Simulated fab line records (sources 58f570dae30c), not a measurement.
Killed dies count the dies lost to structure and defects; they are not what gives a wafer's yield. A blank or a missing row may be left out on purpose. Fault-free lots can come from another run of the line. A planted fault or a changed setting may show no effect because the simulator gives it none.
Problem report in the 8D (eight disciplines) form, filled by code + flow berkeley-cmos170 + the parts of the form that need people (team, actions taken, sign-off) are left out

1. PROBLEM STATEMENT
PWELL_NITRIDE_THK at UCB170_PWELL_THK_MEAS_06 reads a mean of 139.6 nm on 3 wafers of 1 lot; wafers without a fault read 219.6 nm with a standard deviation of 2.4. Measured from the usual mean, that is -33 standard deviations.
Earliest sighting: wafer L281.3 on film-metro-01 at day 5 08:14. The record holds 27 wafers of 9 lots with a number at this step. Rule for "out", or "out of limits": more than 4 standard deviations from the usual mean. The rest of the wafers with a number are treated as sound.

2. WHAT IT IS, WHAT IT ISN'T
| question                    | is                     | is not                                                                                 |
|-----------------------------|------------------------|----------------------------------------------------------------------------------------|
| which readings at this step | PWELL_NITRIDE_THK      | -                                                                                      |
| which lots                  | L281                   | L269, L270, L271, L276, L284, L285, L286, L287                                         |
| which wafers of those lots  | all that have a number | -                                                                                      |
| read on which gauges        | film-metro-01          | film-metro-02, film-metro-04                                                           |
| when                        | from day 5 08:14       | up to then (12 sound wafers); but 12 sound wafers of L284, L285, L286, L287 came after |

3. WHAT RULES OUT EACH SUSPECT
Counting: a tool stays on the suspect list if, at a process step up to the reading, it processed all lots that are out and no sound lot following the first of them.
- the gauge at UCB170_PWELL_THK_MEAS_06 is ruled out. All the wafers that are out were read on film-metro-01, but those of them that UCB170_PWELL_ETCH_14 has rows for are out there too, on other tools.
- lpcvd-01 at UCB170_PWELL_CVD_05 (deposits Si3N4 from SiH2Cl2/NH3, target thk 220 nm, time 3300 s): ruled out as a lasting fault. The sound lots L285 went through it after L281, its earliest lot that is out (day 5 06:18).
Left after counting: nothing in the record.

4. THE CAUSE (what the simulator had put in)
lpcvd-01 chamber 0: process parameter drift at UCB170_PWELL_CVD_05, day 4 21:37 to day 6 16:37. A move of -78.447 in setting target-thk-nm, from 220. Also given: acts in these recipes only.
Counting ruled it out, wrongly: the rule takes a fault to strike every lot that its tool runs from its start on, and this one did not.

5. THE EFFECT CHAIN, in route order
Each row: a reading where the mean over the struck wafers with a number is more than 3 standard deviations away from the usual. Only readings for which the record gives a usual standard deviation are gone through. hours: the time from each lot's start at the first step in this table that gives one to its start at this step, as a median over the lots. sigmas: the change in usual standard deviations.
| hours | step                     | reading           | usual      | on struck wafers | change | sigmas |
|-------|--------------------------|-------------------|------------|------------------|--------|--------|
| 0     | UCB170_PWELL_THK_MEAS_06 | PWELL_NITRIDE_THK | 219.6 nm   | 139.6            | -80.0  | -33    |
| 2     | UCB170_PWELL_ETCH_14     | oes-product-au    | 0.942 a.u. | 0.729            | -0.213 | -15    |
It contains these process steps:
- UCB170_PWELL_ETCH_14: etches Si3N4 in CH3F/Ar/O2, stops on SiO2, target depth 242 nm, time 155 s.
At these later measuring or inspecting steps, every struck wafer for which the step has a row has a number for every such reading, and none has moved that far: UCB170_SACOX_THK_MEAS_02, UCB170_M3_THK_MEAS_03.

6. WHAT WOULD HAVE CAUGHT IT SOONER
In this record the first reading out of limits at a measuring or inspecting step was taken at day 5 08:14, 11 hours after the fault began at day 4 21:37.
No tool reading at UCB170_PWELL_CVD_05 that has a usual standard deviation in the record was out on any struck wafer, so an alarm limit of 4 standard deviations on those readings would not have fired.
